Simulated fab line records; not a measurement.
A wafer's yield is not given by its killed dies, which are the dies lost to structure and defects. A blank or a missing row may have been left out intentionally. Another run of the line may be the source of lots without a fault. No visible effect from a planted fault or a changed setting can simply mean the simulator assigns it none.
fab line records    flow berkeley_cmos170
record lots=5  wafers=23
route steps=331 shown ZERO@7 NWELL@18 PWELL@36 ACTIVE@68 NVT@105
start_h: hours from the record's opening day to when the first of the lot's shown wafers began    wait_h: hours elapsed since this lot's preceding step    " as in the row above    L1.1+2: one row covering several wafers at once    - value missing, or start not given    * or withheld: withheld    < > ~ a bound
route shown NAME@n: names a module that has steps shown in the file, with the first one's number in the route    usual: mean/standard deviation taken from wafers without a fault    same: alike in all rows    chamber/n: place in a boat    sites: each site's reading    _std_site: the standard deviation of these    _edge_site: mean of outer sites minus mean of inner sites    radius_mm: for every site, how far away it sits from the centre of the wafer    mask NAME#n: copy n    behind: the most recent tool/chamber to have shaped the wafer    hold: the reason the lot was held/the length of the hold in hours/how it ended    device: names the non-switching transistor (n, p or np)    end of line: tests of these same wafers at the route's end    step lacking rows: just its recipe    killed: dies that structure and defects cost at the first sort, which is not the same as the wafer's yield    map: shows each die of a wafer: x if killed, . if not, _ if none is there
set.NAME: the run value of the setting; set.NAME@STEP: its run value at that earlier step    model.NAME: the simulator's own value behind a step, which no gauge read
lots whose settings were changed on purpose; a table a step, a row a wafer
## steps
# step UCB170_ZERO_COAT_01
# recipe resist=KrF  spin_rpm=1500  resist_thk_nm=900
lot.wafer  tool            chamber  start_h  wait_h  set.spin_rpm  model.KrF_of_ZERO_COAT_01.thk_nm
L079.1     litho_track-04  0        43.63    0.1     1500          903.4
L079.2     "               0        "        "       1500          901
L079.4     "               0        "        "       1573          881
L079.5     "               0        "        "       1573          881.7
L079.6     "               0        "        "       1573          881.9
L080.1     litho_track-03  0        46.05    0.1     1500          895.7
L080.2     "               0        "        "       1500          896.8
L080.5     "               0        "        "       1500          899.2
L081.1     litho_track-03  0        59.36    0.1     1500          902
L081.2     "               0        "        "       1500          900.3
L081.4     "               0        "        "       1500          899.1
L081.5     "               0        "        "       1427          926.6
L081.6     "               0        "        "       1427          927.3
L082.1     litho_track-04  0        59.77    0.1     1500          892.6
L082.2     "               0        "        "       1500          896.7
L082.3     "               0        "        "       1464          908.2
L082.4     "               0        "        "       1464          906.6
L082.5     "               0        "        "       1500          897.1
L084.1     litho_track-02  0        69.31    0.1     1408          932
L084.2     "               0        "        "       1500          898.8
L084.3     "               0        "        "       1500          901
L084.5     "               0        "        "       1408          924.7
L084.6     "               0        "        "       1408          927.3
# step UCB170_ZERO_SOFTBAKE_02
# recipe resist=KrF  temp_c=130  time_s=60
# step UCB170_ZERO_EXPOSE_03
# recipe mask_id=PM_MARKS  na=0.5  sigma_outer=0.6  source_shape=conventional  target_cd_nm=4000  dose_mj=30
# step UCB170_ZERO_DEVELOP_05
# recipe developer=TMAH  develop_time_s=45  resist=KrF  dev_temp_c=21
# step UCB170_ZERO_ETCH_06
# recipe chemistry=CHF3/CF4/Ar  target=SiO2  time_s=12  pressure_mtorr=100  rf_w=500  CHF3_flow_sccm=50  cf4_flow_sccm=10  Ar_flow_sccm=120  over_etch_frac=1.58
# step UCB170_ZERO_STRIP_07
# recipe chemistry=O2  power_w=400  pressure_mtorr=3500  platen_temp_c=withheld  o2_flow_sccm=400  overash_fraction=0.5
# usual strip_time_to_endpoint_s=21.49/0.084
lot.wafer  tool             chamber  start_h  wait_h  set.spin_rpm@ZERO_COAT_01  strip_time_to_endpoint_s
L079.1     plasma_asher-04  1        44.68    0.0     1500                       21.57
L079.2     "                0        "        "       1500                       21.51
L079.4     "                1        "        "       1573                       21.01
L079.5     "                0        "        "       1573                       21.05
L079.6     "                1        "        "       1573                       21.03
L080.1     plasma_asher-04  1        47.38    0.0     1500                       21.38
L080.2     "                0        "        "       1500                       21.39
L080.5     "                0        "        "       1500                       21.45
L081.1     plasma_asher-02  1        60.69    0.0     1500                       21.51
L081.2     "                0        "        "       1500                       21.49
L081.4     "                1        "        "       1500                       21.48
L081.5     "                1        "        "       1427                       22.12
L081.6     "                0        "        "       1427                       22.13
L082.1     plasma_asher-02  1        61.41    0.0     1500                       21.31
L082.2     "                0        "        "       1500                       21.41
L082.3     "                0        "        "       1464                       21.66
L082.4     "                1        "        "       1464                       21.64
L082.5     "                1        "        "       1500                       21.41
L084.1     plasma_asher-02  0        70.54    0.0     1408                       22.26
L084.2     "                1        "        "       1500                       21.46
L084.3     "                0        "        "       1500                       21.51
L084.5     "                0        "        "       1408                       22.09
L084.6     "                1        "        "       1408                       22.12
# step UCB170_NWELL_CVD_04
# recipe material=Si3N4  target_thk_nm=224  temp_c=800  precursor=SiH2Cl2/NH3  time_s=3360  pressure_mtorr=200  sih2cl2_flow_sccm=25  nh3_flow_sccm=75
lot.wafer       tool      chamber  start_h  wait_h  set.nh3_flow_sccm
L079.1+2+4+5+6  -         -        -        1.2     85.62
L080.1+2+5      lpcvd-01  1        57.68    1.3     75
L081.1+2+4+5+6  -         -        -        0.0     75
L082.1+2+3+4+5  -         -        -        0.0     67.26
L084.1+2+3+5+6  -         -        -        0.7     82.22
# step UCB170_NWELL_ETCH_13
# recipe chemistry=CH3F/Ar/O2  target=Si3N4  stop_on=SiO2  CH3F_flow_sccm=20  Ar_flow_sccm=50  O2_flow_sccm=7  pressure_mtorr=50  rf_w=450  target_depth_a=2464  over_etch_frac=0.1  time_s=154
# usual oes_product_au=0.945/0.01
lot.wafer  tool         chamber  start_h  wait_h  set.over_etch_frac  set.nh3_flow_sccm@NWELL_CVD_04  oes_product_au
L079.1     rie_diel-03  0        58.78    0.0     0.08402             85.62                           0.997
L079.2     "            1        "        "       0.1                 85.62                           0.990
L079.4     "            2        "        "       0.08402             85.62                           1.015
L079.5     "            0        "        "       0.08402             85.62                           0.996
L079.6     "            1        "        "       0.1                 85.62                           1.005
L080.1     rie_diel-01  3        61.58    0.0     0.1                 75                              0.942
L080.2     "            2        "        "       0.1                 75                              0.943
L080.5     "            0        "        "       0.1                 75                              0.951
L081.1     rie_diel-03  1        72.34    0.0     0.1                 75                              0.943
L081.2     "            3        "        "       0.07698             75                              0.962
L081.4     "            0        "        "       0.1                 75                              0.952
L081.5     "            0        "        "       0.1                 75                              0.951
L081.6     "            3        "        "       0.07698             75                              0.953
L082.1     rie_diel-04  3        72.45    0.0     0.1                 67.26                           0.900
L082.2     "            2        "        "       0.1                 67.26                           0.894
L082.3     "            1        "        "       0.1                 67.26                           0.893
L082.4     "            0        "        "       0.1                 67.26                           0.914
L082.5     "            3        "        "       0.1                 67.26                           0.912
L084.1     rie_diel-01  1        85.51    0.0     0.1                 82.22                           0.978
L084.2     "            3        "        "       0.1199              82.22                           0.962
L084.3     "            2        "        "       0.1199              82.22                           0.959
L084.5     "            2        "        "       0.1199              82.22                           0.969
L084.6     "            3        "        "       0.1                 82.22                           0.972
# step UCB170_PWELL_OXIDATION_02
# recipe temp_c=1000  ambient=O2  target_thk_a=264  ox_time_s=1260
lot.wafer  tool        chamber  start_h  wait_h  set.temp_c  model.SiO2_of_PWELL_OXIDATION_02.thk_nm
L079.1     -           -        -        2.7     1019        30.12
L079.2     "           -        "        "       1019        29.53
L079.4     "           -        "        "       1019        30.01
L079.5     "           -        "        "       1019        30.49
L079.6     "           -        "        "       1019        29.43
L080.1     furnace-04  0        69.72    2.2     1000        26.14
L080.2     "           0        "        "       1000        25.87
L080.5     "           0        "        "       1000        26.04
L081.1     -           -        -        1.5     1015        29.37
L081.2     "           -        "        "       1015        29.05
L081.4     "           -        "        "       1015        29.34
L081.5     "           -        "        "       1015        29.21
L081.6     "           -        "        "       1015        29.07
L082.1     -           -        -        1.6     1028        33.8
L082.2     "           -        "        "       1028        33.32
L082.3     "           -        "        "       1028        33.75
L082.4     "           -        "        "       1028        33.55
L082.5     "           -        "        "       1028        34.1
L084.1     -           -        -        1.8     1017        30.38
L084.2     "           -        "        "       1017        30.72
L084.3     "           -        "        "       1017        30.92
L084.5     "           -        "        "       1017        30.64
L084.6     "           -        "        "       1017        30.91
# step UCB170_PWELL_THK_MEAS_03
# recipe reads=SiO2_of_PWELL_OXIDATION_02
# usual PWELL_OXIDE_THK=26.0/0.47
lot.wafer  tool           chamber  start_h  wait_h  set.temp_c@PWELL_OXIDATION_02  PWELL_OXIDE_THK[nm]
L079.1     film_metro-01  -        -        -       1019                           30.1
L079.2     "              -        "        "       1019                           29.5
L079.4     "              -        "        "       1019                           30.0
L079.5     "              -        "        "       1019                           30.4
L079.6     "              -        "        "       1019                           29.5
L080.1     film_metro-03  -        71.12    0.0     1000                           26.1
L080.2     "              -        "        "       1000                           25.9
L080.5     "              -        "        "       1000                           26.0
L081.1     film_metro-02  -        -        -       1015                           29.4
L081.2     "              -        "        "       1015                           29.1
L081.4     "              -        "        "       1015                           29.3
L081.5     "              -        "        "       1015                           29.2
L081.6     "              -        "        "       1015                           29.1
L082.1     film_metro-03  -        -        -       1028                           33.8
L082.2     "              -        "        "       1028                           33.3
L082.3     "              -        "        "       1028                           33.8
L082.4     "              -        "        "       1028                           33.6
L082.5     "              -        "        "       1028                           34.1
L084.1     film_metro-02  -        -        -       1017                           30.4
L084.2     "              -        "        "       1017                           30.8
L084.3     "              -        "        "       1017                           31.0
L084.5     "              -        "        "       1017                           30.6
L084.6     "              -        "        "       1017                           30.9
# step UCB170_PWELL_CVD_05
# recipe material=Si3N4  target_thk_nm=220  temp_c=800  precursor=SiH2Cl2/NH3  time_s=3300  pressure_mtorr=200  sih2cl2_flow_sccm=25  nh3_flow_sccm=75
lot.wafer  tool      chamber  start_h  wait_h  set.sih2cl2_flow_sccm  model.Si3N4_of_PWELL_CVD_05.thk_nm
L079.1     -         -        -        2.4     25                     219.2
L079.2     "         -        "        "       25                     219.8
L079.4     "         -        "        "       25                     218.8
L079.5     "         -        "        "       25                     217.5
L079.6     "         -        "        "       25                     218.4
L080.1+2   lpcvd-01  1        76.62    0.4     25                     218.9
L080.5     "         1        "        "       25                     220.1
L081.1     -         -        -        0.4     27.46                  224.2
L081.2     "         -        "        "       27.46                  223.9
L081.4     "         -        "        "       27.46                  224.7
L081.5     "         -        "        "       27.46                  225.2
L081.6     "         -        "        "       27.46                  223.8
L082.1     -         -        -        0.4     26.92                  224.3
L082.2     "         -        "        "       26.92                  221.2
L082.3     "         -        "        "       26.92                  225.6
L082.4     "         -        "        "       26.92                  223.9
L082.5     "         -        "        "       26.92                  221.9
L084.1     -         -        -        0.0     22.16                  212.8
L084.2     "         -        "        "       22.16                  213.9
L084.3     "         -        "        "       22.16                  212
L084.5     "         -        "        "       22.16                  210
L084.6     "         -        "        "       22.16                  211.1
# step UCB170_PWELL_THK_MEAS_06
# recipe reads=Si3N4_of_PWELL_CVD_05
# usual PWELL_NITRIDE_THK=219.4/1.4
lot.wafer  tool           chamber  start_h  wait_h  set.sih2cl2_flow_sccm@PWELL_CVD_05  PWELL_NITRIDE_THK[nm]
L079.1     film_metro-02  -        -        -       25                                  219.1
L079.2     "              -        "        "       25                                  219.7
L079.4     "              -        "        "       25                                  218.9
L079.5     "              -        "        "       25                                  217.3
L079.6     "              -        "        "       25                                  218.4
L080.1     film_metro-02  -        78.53    0.0     25                                  219.0
L080.2     "              -        "        "       25                                  218.8
L080.5     "              -        "        "       25                                  220.0
L081.1     film_metro-02  -        -        -       27.46                               224.3
L081.2     "              -        "        "       27.46                               223.8
L081.4     "              -        "        "       27.46                               224.5
L081.5     "              -        "        "       27.46                               225.2
L081.6     "              -        "        "       27.46                               223.8
L082.1     film_metro-03  -        -        -       26.92                               224.2
L082.2     "              -        "        "       26.92                               221.2
L082.3     "              -        "        "       26.92                               225.7
L082.4     "              -        "        "       26.92                               224.1
L082.5     "              -        "        "       26.92                               221.9
L084.1     film_metro-03  -        -        -       22.16                               212.7
L084.2     "              -        "        "       22.16                               214.1
L084.3     "              -        "        "       22.16                               212.1
L084.5     "              -        "        "       22.16                               210.0
L084.6     "              -        "        "       22.16                               211.0
# step UCB170_PWELL_HMDS_07
# recipe prime_time_s=60  prime_temp_c=100
# step UCB170_PWELL_COAT_08
# recipe resist=KrF  spin_rpm=1500  resist_thk_nm=900
# step UCB170_PWELL_DEVELOP_12
# recipe developer=TMAH  develop_time_s=45  resist=KrF  dev_temp_c=21
# step UCB170_PWELL_ETCH_14
# recipe chemistry=CH3F/Ar/O2  target=Si3N4  stop_on=SiO2  CH3F_flow_sccm=20  Ar_flow_sccm=50  O2_flow_sccm=7  pressure_mtorr=50  rf_w=450  target_depth_a=2420  over_etch_frac=0.1  time_s=151
lot.wafer   tool         chamber  start_h  wait_h  set.sih2cl2_flow_sccm@PWELL_CVD_05  model.etch.depth_nm
L079.1      rie_diel-02  3        83.32    0.0     25                                  219.2
L079.2      "            1        "        "       25                                  219.8
L079.4      "            0        "        "       25                                  218.8
L079.5      "            3        "        "       25                                  217.5
L079.6      "            0        "        "       25                                  218.4
L080.1+2    rie_diel-01  2,1      85.24    0.0     25                                  218.9
L080.5      "            2        "        "       25                                  220.1
L082.1      rie_diel-03  2        88.18    0.0     26.92                               224.3
L082.2+3+4  "            3,1,0    "        "       26.92                               -
L082.5      "            0        "        "       26.92                               221.9
L081.1+2+5  rie_diel-02  1,0,2    88.41    0.0     27.46                               -
L081.4      "            1        "        "       27.46                               224.7
L081.6      "            0        "        "       27.46                               223.8
L084.1      rie_diel-02  2        103.56   0.0     22.16                               212.8
L084.2      "            1        "        "       22.16                               213.9
L084.3      "            3        "        "       22.16                               212
L084.5      "            2        "        "       22.16                               210
L084.6      "            3        "        "       22.16                               211.1
# step UCB170_ACTIVE_COAT_08
# recipe resist=KrF  spin_rpm=1500  resist_thk_nm=900
lot.wafer  tool            chamber  start_h  wait_h  set.spin_rpm  model.KrF_of_ACTIVE_COAT_08.thk_nm
L080.1     litho_track-02  0        108.55   0.1     1500          898.8
L080.2     "               0        "        "       1500          897.7
L080.5     "               0        "        "       1500          897.2
L079.1     litho_track-03  0        108.73   0.1     1500          904
L079.2     "               0        "        "       1500          900.6
L079.4     "               0        "        "       1500          900
L079.5     "               0        "        "       1557          886.3
L079.6     "               0        "        "       1557          886.9
L082.1     litho_track-03  0        112.22   0.1     1602          874
L082.2     "               0        "        "       1602          873.1
L082.3     "               0        "        "       1500          899.7
L082.4     "               0        "        "       1500          904.1
L082.5     "               0        "        "       1500          906.1
L081.1     litho_track-01  0        112.44   0.1     1547          887.1
L081.2     "               0        "        "       1500          901.9
L081.4     "               0        "        "       1500          904.6
L081.5     "               0        "        "       1547          890.7
L081.6     "               0        "        "       1500          903.6
L084.1     litho_track-03  0        122.41   0.1     1609          869.1
L084.2     "               0        "        "       1609          867.4
L084.3     "               0        "        "       1500          899.5
L084.5     "               0        "        "       1500          902
L084.6     "               0        "        "       1500          898.1
# step UCB170_ACTIVE_PEB_11
# recipe peb_temp_c=130  peb_time_s=withheld  resist=KrF
lot.wafer       tool            chamber  start_h  wait_h  set.peb_temp_c
L080.1+2+5      litho_track-03  0        109.03   0.2     130
L079.1+2+5      litho_track-03  0        109.30   0.1     126.4
L079.4+6        "               0        "        "       130
L082.1+5        litho_track-02  0        112.65   0.1     130
L082.2+3+4      "               0        "        "       127.3
L081.1+5+6      litho_track-03  0        112.97   0.2     130
L081.2+4        "               0        "        "       128.4
L084.1+2+3+5+6  litho_track-03  0        123.16   0.4     130
# step UCB170_ACTIVE_DEVELOP_12
# recipe developer=TMAH  develop_time_s=45  resist=KrF  dev_temp_c=21
# step UCB170_ACTIVE_CD_MEAS_13
# recipe target_cd_nm=1200
# usual cd_nm=1200.0/1.8
lot.wafer  tool       chamber  start_h  wait_h  set.peb_temp_c@ACTIVE_PEB_11  cd_nm
L080.1     cd_sem-01  -        109.33   -       130                           1199.0
L080.2     "          -        "        "       130                           1201.2
L080.5     "          -        "        "       130                           1198.6
L079.1     cd_sem-01  -        109.58   -       126.4                         1225.0
L079.2     "          -        "        "       126.4                         1225.4
L079.4     "          -        "        "       130                           1197.5
L079.5     "          -        "        "       126.4                         1224.2
L079.6     "          -        "        "       130                           1197.4
L082.1     cd_sem-01  -        112.93   -       130                           1198.1
L082.2     "          -        "        "       127.3                         1219.3
L082.3     "          -        "        "       127.3                         1219.9
L082.4     "          -        "        "       127.3                         1221.3
L082.5     "          -        "        "       130                           1201.2
L081.1     cd_sem-02  -        113.25   -       130                           1201.4
L081.2     "          -        "        "       128.4                         1213.2
L081.4     "          -        "        "       128.4                         1212.5
L081.5     "          -        "        "       130                           1201.2
L081.6     "          -        "        "       130                           1201.4
L084.1     cd_sem-02  -        123.44   -       130                           1200.0
L084.2     "          -        "        "       130                           1199.0
L084.3     "          -        "        "       130                           1199.8
L084.5     "          -        "        "       130                           1201.8
L084.6     "          -        "        "       130                           1201.7
# step UCB170_ACTIVE_ETCH_15
# recipe chemistry=CH3F/Ar/O2  target=Si3N4  stop_on=SiO2  CH3F_flow_sccm=20  Ar_flow_sccm=50  O2_flow_sccm=7  pressure_mtorr=50  rf_w=450  target_depth_a=2420  over_etch_frac=0.1  time_s=151
lot.wafer  tool         chamber  start_h  wait_h  set.spin_rpm@ACTIVE_COAT_08  set.peb_temp_c@ACTIVE_PEB_11  model.KrF_of_ACTIVE_COAT_08.thk_nm  model.ACTIVE.cd_nm
L080.1     rie_diel-02  2        109.49   0.0     1500                         130                           726.3                               1199
L080.2     "            3        "        "       1500                         130                           724.4                               1201
L080.5     "            3        "        "       1500                         130                           724.3                               1199
L079.1     rie_diel-02  0        109.73   0.0     1500                         126.4                         730.4                               1225
L079.2     "            3        "        "       1500                         126.4                         727.9                               1225
L079.4     "            1        "        "       1500                         130                           722.4                               1197
L079.5     "            3        "        "       1557                         126.4                         712.1                               1224
L079.6     "            0        "        "       1557                         130                           711.7                               1197
L082.1     rie_diel-01  0        113.12   0.1     1602                         130                           693.4                               1198
L082.2     "            3        "        "       1602                         127.3                         693.6                               1219
L082.3     "            2        "        "       1500                         127.3                         725.5                               1220
L082.4     "            1        "        "       1500                         127.3                         724.2                               1221
L082.5     "            2        "        "       1500                         130                           732.4                               1201
L081.1     rie_diel-04  3        113.40   0.0     1547                         130                           710.2                               1201
L081.2     "            0        "        "       1500                         128.4                         726                                 1213
L081.4     "            0        "        "       1500                         128.4                         727.7                               1213
L081.5     "            1        "        "       1547                         130                           716.1                               1201
L081.6     "            3        "        "       1500                         130                           727.1                               1201
L084.1     rie_diel-01  0        123.59   0.0     1609                         130                           693.4                               1200
L084.2     "            3        "        "       1609                         130                           690.4                               1199
L084.3     "            2        "        "       1500                         130                           727.1                               1200
L084.5     "            3        "        "       1500                         130                           726.5                               1202
L084.6     "            0        "        "       1500                         130                           721.5                               1201
# step UCB170_ACTIVE_STRIP_16
# recipe chemistry=O2  power_w=400  pressure_mtorr=3500  platen_temp_c=withheld  o2_flow_sccm=400  overash_fraction=0.5
# usual strip_time_to_endpoint_s=18.11/0.08
lot.wafer  tool             chamber  start_h  wait_h  set.spin_rpm@ACTIVE_COAT_08  strip_time_to_endpoint_s
L080.1     plasma_asher-04  1        109.59   0.1     1500                         18.12
L080.2     "                0        "        "       1500                         18.10
L080.5     "                1        "        "       1500                         18.09
L079.1     plasma_asher-03  1        109.83   0.1     1500                         18.23
L079.2     "                0        "        "       1500                         18.17
L079.4     "                0        "        "       1500                         18.02
L079.5     "                0        "        "       1557                         17.79
L079.6     "                1        "        "       1557                         17.79
L082.1     plasma_asher-03  1        113.22   0.1     1602                         17.35
L082.2     "                0        "        "       1602                         17.36
L082.3     "                0        "        "       1500                         18.10
L082.4     "                1        "        "       1500                         18.09
L082.5     "                1        "        "       1500                         18.27
L081.1     plasma_asher-04  0        113.51   0.1     1547                         17.74
L081.2     "                1        "        "       1500                         18.12
L081.4     "                1        "        "       1500                         18.15
L081.5     "                1        "        "       1547                         17.88
L081.6     "                0        "        "       1500                         18.15
L084.1     plasma_asher-03  0        123.69   0.1     1609                         17.34
L084.2     "                1        "        "       1609                         17.27
L084.3     "                1        "        "       1500                         18.15
L084.5     "                1        "        "       1500                         18.14
L084.6     "                0        "        "       1500                         18.01
# step UCB170_ACTIVE_CD_MEAS_90
# recipe target_cd_nm=1200
# usual cd_nm=1200.0/1.9
lot.wafer  tool       chamber  start_h  wait_h  set.peb_temp_c@ACTIVE_PEB_11  cd_nm
L080.1     cd_sem-01  -        109.70   0.1     130                           1198.9
L080.2     "          -        "        "       130                           1200.9
L080.5     "          -        "        "       130                           1199.3
L079.1     cd_sem-01  -        109.93   0.1     126.4                         1224.9
L079.2     "          -        "        "       126.4                         1225.1
L079.4     "          -        "        "       130                           1197.1
L079.5     "          -        "        "       126.4                         1224.5
L079.6     "          -        "        "       130                           1196.7
L082.1     cd_sem-01  -        113.32   0.1     130                           1198.4
L082.2     "          -        "        "       127.3                         1219.4
L082.3     "          -        "        "       127.3                         1219.5
L082.4     "          -        "        "       127.3                         1221.1
L082.5     "          -        "        "       130                           1201.2
L081.1     cd_sem-01  -        113.61   0.1     130                           1201.4
L081.2     "          -        "        "       128.4                         1213.8
L081.4     "          -        "        "       128.4                         1213.3
L081.5     "          -        "        "       130                           1201.2
L081.6     "          -        "        "       130                           1201.4
L084.1     cd_sem-02  -        123.79   0.1     130                           1199.5
L084.2     "          -        "        "       130                           1198.7
L084.3     "          -        "        "       130                           1200.2
L084.5     "          -        "        "       130                           1202.0
L084.6     "          -        "        "       130                           1201.3
# step UCB170_NVT_COAT_01
# recipe resist=KrF  spin_rpm=1500  resist_thk_nm=900
lot.wafer  tool            chamber  start_h  wait_h  set.resist_thk_nm  model.KrF_of_NVT_COAT_01.thk_nm
L080.1     litho_track-01  0        139.63   0.1     900                901.7
L080.2     "               0        "        "       900                903.5
L080.5     "               0        "        "       900                901.2
L081.1     litho_track-02  0        139.87   0.1     900                899.7
L081.2     "               0        "        "       945.1              944.5
L081.4     "               0        "        "       900                898.7
L081.5     "               0        "        "       945.1              945.4
L081.6     "               0        "        "       945.1              944.9
L082.1     litho_track-04  0        139.95   0.1     900                903.3
L082.2     "               0        "        "       900                903
L082.3     "               0        "        "       900                902.5
L082.4     "               0        "        "       900                901.1
L082.5     "               0        "        "       900                901.5
L079.1     litho_track-01  0        140.08   0.1     900                896.9
L079.2     "               0        "        "       900                900.6
L079.4     "               0        "        "       900                900.4
L079.5     "               0        "        "       900                898.5
L079.6     "               0        "        "       900                899.8
L084.1     litho_track-02  0        153.67   0.1     900                898.2
L084.2     "               0        "        "       853.2              850.9
L084.3     "               0        "        "       900                897.5
L084.5     "               0        "        "       853.2              851.6
L084.6     "               0        "        "       853.2              851.9
# step UCB170_NVT_SOFTBAKE_02
# recipe resist=KrF  temp_c=130  time_s=60
# step UCB170_NVT_EXPOSE_03
# recipe mask_id=PWELL  target_cd_nm=3000  na=0.5  sigma_outer=0.6  source_shape=conventional  dose_mj=30
# step UCB170_NVT_IMPLANT_07
# recipe species=BF2  dose_cm2=3.074e+12  energy_kev=50  tilt_deg=7
# step UCB170_NVT_STRIP_08
# recipe chemistry=O2  power_w=400  pressure_mtorr=3500  platen_temp_c=withheld  o2_flow_sccm=400  overash_fraction=0.5
# usual strip_time_to_endpoint_s=21.60/0.057
lot.wafer  tool             chamber  start_h  wait_h  set.resist_thk_nm@NVT_COAT_01  strip_time_to_endpoint_s
L080.1     plasma_asher-01  1        141.54   0.1     900                            21.66
L080.2     "                0        "        "       900                            21.71
L080.5     "                0        "        "       900                            21.67
L081.1     plasma_asher-02  0        141.69   0.1     900                            21.64
L081.2     "                1        "        "       945.1                          22.70
L081.4     "                1        "        "       900                            21.60
L081.5     "                1        "        "       945.1                          22.71
L081.6     "                0        "        "       945.1                          22.70
L082.1     plasma_asher-04  0        141.84   0.1     900                            21.70
L082.2     "                1        "        "       900                            21.70
L082.3     "                0        "        "       900                            21.67
L082.4     "                1        "        "       900                            21.66
L082.5     "                0        "        "       900                            21.67
L079.1     plasma_asher-01  1        141.99   0.1     900                            21.55
L079.2     "                0        "        "       900                            21.65
L079.4     "                0        "        "       900                            21.63
L079.5     "                0        "        "       900                            21.58
L079.6     "                1        "        "       900                            21.61
L084.1     plasma_asher-01  1        154.95   0.1     900                            21.59
L084.2     "                0        "        "       853.2                          20.45
L084.3     "                0        "        "       900                            21.56
L084.5     "                0        "        "       853.2                          20.46
L084.6     "                1        "        "       853.2                          20.48
## key
split step=UCB170_ZERO_COAT_01  setting=spin_rpm  stated=1500  by=wafer
response step=UCB170_ZERO_COAT_01  reading=model.KrF_of_ZERO_COAT_01.thk_nm  change=-4.74  per=1%  r=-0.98
response step=UCB170_ZERO_STRIP_07  reading=strip_time_to_endpoint_s  change=*  per=1%  r=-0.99
split step=UCB170_NWELL_CVD_04  setting=nh3_flow_sccm  stated=75  by=lot
response step=UCB170_NWELL_ETCH_13  reading=oes_product_au  change=+0.00366  per=1%  r=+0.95
split step=UCB170_NWELL_ETCH_13  setting=over_etch_frac  stated=0.1  by=wafer
response none clear
split step=UCB170_PWELL_OXIDATION_02  setting=temp_c  stated=1000  by=lot
response step=UCB170_PWELL_OXIDATION_02  reading=model.SiO2_of_PWELL_OXIDATION_02.thk_nm  change=+2.73  per=1%  r=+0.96
response step=UCB170_PWELL_THK_MEAS_03  reading=PWELL_OXIDE_THK  change=+2.74  per=1%  r=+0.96
split step=UCB170_PWELL_CVD_05  setting=sih2cl2_flow_sccm  stated=25  by=lot
response step=UCB170_PWELL_CVD_05  reading=model.Si3N4_of_PWELL_CVD_05.thk_nm  change=+0.588  per=1%  r=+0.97
response step=UCB170_PWELL_THK_MEAS_06  reading=PWELL_NITRIDE_THK  change=+0.588  per=1%  r=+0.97
response step=UCB170_PWELL_ETCH_14  reading=model.etch.depth_nm  change=+0.585  per=1%  r=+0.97
split step=UCB170_ACTIVE_COAT_08  setting=spin_rpm  stated=1500  by=wafer
response step=UCB170_ACTIVE_COAT_08  reading=model.KrF_of_ACTIVE_COAT_08.thk_nm  change=-4.33  per=1%  r=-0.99
response step=UCB170_ACTIVE_ETCH_15  reading=model.KrF_of_ACTIVE_COAT_08.thk_nm  change=-4.63  per=1%  r=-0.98
response step=UCB170_ACTIVE_STRIP_16  reading=strip_time_to_endpoint_s  change=*  per=1%  r=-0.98
split step=UCB170_ACTIVE_PEB_11  setting=peb_temp_c  stated=130  by=wafer
response step=UCB170_ACTIVE_CD_MEAS_13  reading=cd_nm  change=-9.84  per=1%  r=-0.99
response step=UCB170_ACTIVE_ETCH_15  reading=model.ACTIVE.cd_nm  change=-9.83  per=1%  r=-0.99
response step=UCB170_ACTIVE_CD_MEAS_90  reading=cd_nm  change=-9.95  per=1%  r=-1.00
split step=UCB170_NVT_COAT_01  setting=resist_thk_nm  stated=900  by=wafer
response step=UCB170_NVT_COAT_01  reading=model.KrF_of_NVT_COAT_01.thk_nm  change=+9.02  per=1%  r=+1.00
response step=UCB170_NVT_STRIP_08  reading=strip_time_to_endpoint_s  change=*  per=1%  r=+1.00
